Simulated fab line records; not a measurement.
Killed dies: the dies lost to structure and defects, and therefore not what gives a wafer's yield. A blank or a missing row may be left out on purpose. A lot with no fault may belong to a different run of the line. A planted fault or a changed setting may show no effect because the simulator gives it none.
What tool caused it?    flow berkeley-cmos170    7 lots (21 wafers sampled), 1 step of a 331-step route

== WHAT THE GAUGES READ, wafer by wafer ==
UCB170_FIELD_THK_MEAS_91.
lot   measured      on             FIELD_OXIDE_LEFT_2_THK (nm)
L627  day 6 18:13   film-metro-03  352 356 348
L628  day 7 12:06   film-metro-04  357 356 360
L630  day 8 08:25   film-metro-03  354 359 357
L637  day 9 17:17   film-metro-02  349 356 363
L638  day 10 03:20  film-metro-04  350 356 349
L646  day 11 06:44  film-metro-03  344 351 348
L645  day 11 07:27  film-metro-02  358 355 352

== EACH LOT AND THE TOOL THAT RAN IT (in order: tool; ch and the chambers of the sampled wafers; start) ==
The record holds no process step before these readings.

== THE ANSWER, worked out from the rows above alone ==
Rule: what is usual is taken from the lots themselves. The widest of any qualifying gaps counts: lots, ordered by their means at a reading, are off when they make up no more than a third of the lots, leave a main group of 4 or more, and stand apart from it by 3 or more times the standard deviation of that group's means. A main group whose means are all the same, to the digits that the tables above print for the reading, isn't used. A lot without any number at a reading at which 4 lots or more have one is off too. All remaining lots with rows at the step are treated as sound.
Across all readings shown, no lot is off: no conclusion can be drawn from this.

== WHAT THE SIMULATOR HAD INSERTED ==
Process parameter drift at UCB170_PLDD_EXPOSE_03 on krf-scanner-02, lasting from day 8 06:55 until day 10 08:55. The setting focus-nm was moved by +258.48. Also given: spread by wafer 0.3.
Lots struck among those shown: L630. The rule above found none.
